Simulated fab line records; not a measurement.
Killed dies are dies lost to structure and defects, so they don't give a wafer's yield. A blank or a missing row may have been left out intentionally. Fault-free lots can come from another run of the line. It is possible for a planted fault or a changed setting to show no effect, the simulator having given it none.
Lot-split experiment + flow rit-cmos + on a route of 202 steps: 5 lots, 23 wafers read

THE SPLIT
At RIT_PRETRO_IMPLANT_08, the setting energy-kev was moved away from the recipe's 45 on 10 of the 23 wafers read, by -4.6% to +5.4%. For the rest of the wafers, this setting stayed at what the recipe calls for.

The reading comes from the split's own step.

THE READING
implant.drp-nm (the simulator's own value, which no gauge read), in nm, at RIT_PRETRO_IMPLANT_08. The file does not state a usual value for it.

| wafer  | tool, chamber at the split | energy-kev as run | against the recipe | implant.drp-nm, nm | against lot-mates on the recipe |
|--------|----------------------------|-------------------|--------------------|--------------------|---------------------------------|
| L074.2 | implanter-04, 0            | 45                | recipe             | 55.07              | -                               |
| L074.4 | implanter-04, 0            | 45                | recipe             | 55.07              | -                               |
| L074.5 | implanter-04, 0            | 45                | recipe             | 55.07              | -                               |
| L078.1 | implanter-01, 0            | 45                | recipe             | 55.07              | -                               |
| L078.3 | implanter-01, 0            | 45                | recipe             | 55.07              | -                               |
| L078.6 | implanter-01, 0            | 45                | recipe             | 55.07              | -                               |
| L078.4 | implanter-01, 0            | 47.44             | +5.4%              | 56.81              | +1.74                           |
| L078.5 | implanter-01, 0            | 47.44             | +5.4%              | 56.81              | +1.74                           |
| L080.1 | implanter-03, 0            | 45                | recipe             | 55.07              | -                               |
| L080.3 | implanter-03, 0            | 45                | recipe             | 55.07              | -                               |
| L080.2 | implanter-03, 0            | 46.33             | +3.0%              | 56.03              | +0.96                           |
| L080.4 | implanter-03, 0            | 46.33             | +3.0%              | 56.03              | +0.96                           |
| L080.6 | implanter-03, 0            | 46.33             | +3.0%              | 56.03              | +0.96                           |
| L082.1 | implanter-03, 0            | 45                | recipe             | 55.07              | -                               |
| L082.2 | implanter-03, 0            | 45                | recipe             | 55.07              | -                               |
| L082.4 | implanter-03, 0            | 45                | recipe             | 55.07              | -                               |
| L082.3 | implanter-03, 0            | 42.95             | -4.6%              | 53.56              | -1.51                           |
| L082.5 | implanter-03, 0            | 42.95             | -4.6%              | 53.56              | -1.51                           |
| L083.2 | implanter-01, 0            | 46.64             | +3.6%              | 56.25              | +1.18                           |
| L083.3 | implanter-01, 0            | 46.64             | +3.6%              | 56.25              | +1.18                           |
| L083.5 | implanter-01, 0            | 46.64             | +3.6%              | 56.25              | +1.18                           |
| L083.4 | implanter-01, 0            | 45                | recipe             | 55.07              | -                               |
| L083.6 | implanter-01, 0            | 45                | recipe             | 55.07              | -                               |

FIT RESULTS
A straight line over all 23 wafers: implant.drp-nm changes by +0.326 nm for each +1% of energy-kev; r = +1.00; the points scatter about the line by 0.01 nm.
The same after taking each lot's own level away (the mean of its wafers on the recipe; 23 wafers): +0.326 nm for each +1%; r = +1.00; scatter 0.01 nm.
The reading moves by 1.8 nm for the largest change in energy-kev, on that fit.
The lots' own levels span 55.070 to 55.070 nm.
Consequently the slope shifts little with the lot-to-lot level, the two slopes agreeing.
Check: for one of the wafers moved furthest among these (+5.4%), held out of the fit, the line's prediction against its lot-mates is +1.76 nm. Against them it came out at +1.74 nm.

THE OTHER SPLITS THESE WAFERS WENT THROUGH
Other splits were also applied to these wafers ahead of the reading. Each is held against what the fit with the lots' levels taken away leaves over:
| other split on the same wafers       | wafers away from the commonest value | r with implant.drp-nm (lot level and that fit taken away) |
|--------------------------------------|--------------------------------------|-----------------------------------------------------------|
| RIT_ACTIVE_CVD_03 temp-c             | 15                                   | +0.39                                                     |
| RIT_ACTIVE_ETCH_13 rf-w              | 6                                    | +0.14                                                     |
| RIT_FOX1_OXIDATION_00 ox-time-s      | 18                                   | +0.28                                                     |
| RIT_FOX1_WET_ETCH_02 time-s          | 18                                   | -0.12                                                     |
| RIT_PWELL_IMPLANT_08 energy-kev      | 8                                    | -0.24                                                     |
| RIT_NRETRO_COAT_01 resist-thk-nm     | 8                                    | -0.30                                                     |
| RIT_NRETRO_DEVELOP_05 develop-time-s | 5                                    | +0.13                                                     |
| RIT_PRETRO_HARDBAKE_07 temp-c        | 8                                    | -0.21                                                     |

THE WHOLE CHAIN: every reading that the file lists as answering this split, in the file's order
| step                  | what it does | reading                                                         | change (the file's fit)               | r (the file's) |
|-----------------------|--------------|-----------------------------------------------------------------|---------------------------------------|----------------|
| RIT_PRETRO_IMPLANT_08 |              | implant.rp-nm (the simulator's own value, which no gauge read)  | +1.33 nm for each +1% of the setting  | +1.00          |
| RIT_PRETRO_IMPLANT_08 |              | implant.drp-nm (the simulator's own value, which no gauge read) | +0.325 nm for each +1% of the setting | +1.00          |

THE FILE'S OWN FIT
implant.drp-nm changes by +0.325 nm for each +1% of energy-kev, r = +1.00.
